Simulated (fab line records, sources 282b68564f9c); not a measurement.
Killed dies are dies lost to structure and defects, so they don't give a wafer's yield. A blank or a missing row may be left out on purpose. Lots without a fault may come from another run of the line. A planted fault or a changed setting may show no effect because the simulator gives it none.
Which tool did it? | flow rit_cmos | 7 lots, 21 wafers sampled, at 2 steps of a route of 202

WHAT THE GAUGES READ, wafer by wafer
RIT_PSD_TW_MEAS_10.
lot  | measured    | on            | PSD_TW
L958 | day 3 06:45 | film_metro-02 | 3421 3442 3412
L960 | day 3 15:57 | film_metro-04 | 3446 3457 3445
L963 | day 4 08:05 | film_metro-03 | 3452 3460 3437
L968 | day 5 07:43 | film_metro-02 | 3389 3415 3409
L970 | day 5 19:05 | film_metro-03 | 3437 3474 3456
L972 | day 6 03:29 | film_metro-02 | 3429 3423 3419
L980 | day 8 00:53 | film_metro-04 | 3444 3438 3465

WHICH TOOL RAN EACH LOT (tool, then ch and the chambers of the sampled wafers, then the start)
lot  | RIT_PSD_DEVELOP_05
L958 | litho_track-02 ch 0, day 3 06:00
L960 | litho_track-04 ch 0, day 3 15:00
L963 | litho_track-04 ch 0, day 4 07:00
L968 | litho_track-03 ch 0, day 5 07:00
L970 | litho_track-02 ch 0, day 5 18:00
L972 | litho_track-04 ch 0, day 6 02:00
L980 | litho_track-02 ch 0, day 8 00:00
- RIT_PSD_DEVELOP_05: develop time 50 s.

THE ANSWER, worked out from the rows above alone
Rule: what is usual is taken from the lots themselves. Put in order of their means at a reading, lots are off if they are a third of the lots or fewer, leave a main group of 4 or more, and stand apart from it by a gap of 3 or more times the standard deviation of the main group's means; of several such gaps the widest counts. A main group whose means are all the same, to the digits that the tables above print for the reading, isn't used. A lot without any number at a reading at which 4 lots or more have one is off too. The other lots that the step has rows for count as sound.
No lot is off at any reading shown: from this, nothing can be told.

WHAT THE SIMULATOR HAD PUT IN
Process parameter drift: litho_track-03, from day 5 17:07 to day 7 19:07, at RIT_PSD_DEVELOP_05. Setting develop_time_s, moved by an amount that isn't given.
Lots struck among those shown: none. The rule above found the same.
